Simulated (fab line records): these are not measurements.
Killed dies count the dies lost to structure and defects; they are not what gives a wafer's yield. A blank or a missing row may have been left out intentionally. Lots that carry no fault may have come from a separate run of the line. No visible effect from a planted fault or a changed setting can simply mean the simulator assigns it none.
Problem report in the 8D (eight disciplines) form, filled by code | flow ritCmos | the parts of the form that need people (team, actions taken, sign-off) are left out

1. WHAT IS WRONG
Wafers without a fault read 34.55 W, standard deviation 0.047; heaterPowerTotalW at RIT_PLDD_SOFTBAKE_02 reads a mean of 33.90 W on 6 wafers belonging to 2 lots. Relative to the usual mean, that is a shift of -14 standard deviations.
The step: time 60 s.
The first sign was on wafer L552.1 at day 5 22:16, on lithoTrack-02. The record has a number at this step for 42 wafers belonging to 14 lots. Rule for "out" (also "out of limits"): further than 4 standard deviations from the usual mean. The other wafers with a number count as sound.

2. WHAT IT IS; WHAT IT IS NOT
question                    | is                            | is not
which readings at this step | heaterPowerTotalW, plateTempC | -
which lots                  | L552, L553                    | L538, L540, L541, L542, L543, L544, L545, L546, L554, L555, L557, L558
which wafers of those lots  | all that have a number        | -
read on which tools         | lithoTrack-02                 | lithoTrack-01, lithoTrack-04
when                        | from day 5 22:16              | up to then (24 sound wafers); but 12 sound wafers of L554, L555, L557, L558 came after

3. THE SUSPECTS, EACH WITH WHAT RULES IT OUT
Counting: a tool at a process step up to the reading stays a suspect if it ran every lot that is out and no sound lot after the first of them.
- lithoTrack-02 at RIT_PLDD_SOFTBAKE_02 (time 60 s): kept. All lots that are out passed through it, beginning with L552 at day 5 22:16, and no sound lot followed; its final sound lot before that point was L545 at day 4 10:07. Its own readings are out on those wafers: heaterPowerTotalW, plateTempC.
The count leaves lithoTrack-02 at RIT_PLDD_SOFTBAKE_02.

4. THE CAUSE (what the simulator had put in)
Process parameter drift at RIT_PLDD_SOFTBAKE_02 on lithoTrack-02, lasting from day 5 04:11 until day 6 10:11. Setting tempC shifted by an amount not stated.
Only this tool survived the counting.

5. THE CHAIN OF EFFECTS, in route order
Each row: a reading where the mean over the struck wafers with a number is more than 3 standard deviations away from the usual. Readings are gone through only where the record gives a usual standard deviation; hours: the median, over the lots, of the time from a lot's start at the first step in this table giving one to that lot's start at this step; sigmas: the change measured in usual standard deviations.
hours | step                 | reading           | usual   | on struck wafers | change | sigmas
0     | RIT_PLDD_SOFTBAKE_02 | heaterPowerTotalW | 34.55 W | 33.90            | -0.65  | -14
0     | RIT_PLDD_SOFTBAKE_02 | plateTempC        | 89.98 C | 88.85            | -1.13  | -8.7
Its process steps:
- RIT_PLDD_SOFTBAKE_02: time 60 s.

6. HOW IT WOULD HAVE BEEN CAUGHT EARLIER
First out-of-limits reading in this record: day 5 22:16, which is 18 hours after fault onset at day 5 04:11.
